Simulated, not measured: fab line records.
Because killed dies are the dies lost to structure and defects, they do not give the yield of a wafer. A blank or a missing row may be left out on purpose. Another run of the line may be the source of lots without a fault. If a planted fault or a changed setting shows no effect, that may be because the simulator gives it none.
Tool commonality check ; flow berkeley cmos170 ; Sampled: 14 lots, 42 wafers

== WHY IT WAS OPENED ==
At UCB170_NLDD_TW_MEAS_11 the reading NLDD_TW is flagged on 2 of 14 lots. Wafers without a fault read 2211, standard deviation 15.
Rule: a lot is flagged in two cases, either no wafer of it has a number, or all its wafers with numbers fall more than 4 standard deviations from that mean. The rest of the lots are taken to be sound.

lot;measured;on;NLDD_TW, wafer by wafer;flag
L576;day 6 03:41;film metro-01;2219 2224 2243;
L578;day 6 11:25;film metro-03;2224 2218 2222;
L580;day 6 22:03;film metro-01;2218 2227 2243;
L581;day 7 16:10;film metro-03;2225 2235 2231;
L582;day 8 05:37;film metro-02;2201 2206 2191;
L584;day 8 05:59;film metro-03;2200 2201 2201;
L589;day 9 03:51;film metro-02;2126 2134 2133;FLAGGED
L590;day 10 00:57;film metro-03;2138 2143 2141;FLAGGED
L591;day 10 01:13;film metro-03;2200 2212 2205;
L592;day 10 01:38;film metro-03;2201 2209 2202;
L595;day 10 07:53;film metro-02;2199 2200 2188;
L594;day 10 08:31;film metro-03;2211 2211 2201;
L597;day 10 19:57;film metro-03;2213 2203 2209;
L598;day 11 03:41;film metro-03;2212 2209 2210;
Average over the flagged lots: 2136; offset from the usual -75, equal to -5 standard deviations.

== EACH LOT AND THE TOOL IT RAN ON ==
The record keeps 1 process step preceding the reading, out of 331 steps on the route. Every cell lists first the tool, next ch and the chambers used by the sampled wafers, and last the start.
lot;flag;UCB170_NLDD_IMPLANT_09
L576;;implanter-01 ch 0, day 6 03:27
L578;;implanter-03 ch 0, day 6 11:11
L580;;implanter-03 ch 0, day 6 21:48
L581;;implanter-03 ch 0, day 7 15:55
L582;;implanter-03 ch 0, day 8 05:23
L584;;implanter-01 ch 0, day 8 05:45
L589;FLAGGED;implanter-01 ch 0, day 9 03:37
L590;FLAGGED;implanter-01 ch 0, day 10 00:42
L591;;implanter-02 ch 0, day 10 00:58
L592;;implanter-03 ch 0, day 10 01:25
L595;;implanter-02 ch 0, day 10 07:38
L594;;implanter-03 ch 0, day 10 08:16
L597;;implanter-03 ch 0, day 10 19:42
L598;;implanter-02 ch 0, day 11 03:27
What the steps here do:
- UCB170_NLDD_IMPLANT_09
- UCB170_NLDD_TW_MEAS_11

== FLAGGED AGAINST TOTAL, ONE TOOL AT A TIME (gauges that did the reading follow at the end) ==
step;tool;lots run;flagged;share of the flagged lots;sound lots run after its first flagged lot
UCB170_NLDD_IMPLANT_09;implanter-01;4;2;all;0
UCB170_NLDD_IMPLANT_09;implanter-02;3;0;none;-
UCB170_NLDD_IMPLANT_09;implanter-03;7;0;none;-
UCB170_NLDD_TW_MEAS_11;film metro-01;2;0;none;-
UCB170_NLDD_TW_MEAS_11;film metro-02;3;1;some;1 (L595)
UCB170_NLDD_TW_MEAS_11;film metro-03;9;1;some;5 (L591,L592,L594,L597,L598)

== WHAT THE TABLE PERMITS ==
1 row of the table ran every flagged lot: implanter-01 at UCB170_NLDD_IMPLANT_09.
- implanter-01 at UCB170_NLDD_IMPLANT_09: 2 of its 4 lots flagged. Its last sound lot is L584 (day 8 05:45), its first flagged lot L589 (day 9 03:37): a fault that began between those two fits. Its own readings lie more than 4 standard deviations out on every wafer of the flagged lots: beam energy keV.
One tool is left: implanter-01 at UCB170_NLDD_IMPLANT_09.

== WHAT WAS PUT IN BY THE SIMULATOR ==
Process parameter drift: implanter-01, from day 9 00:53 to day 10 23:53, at UCB170_NLDD_IMPLANT_09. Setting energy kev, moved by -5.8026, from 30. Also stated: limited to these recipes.
Lots struck among those shown: L589, L590. The rule above reached the same finding.
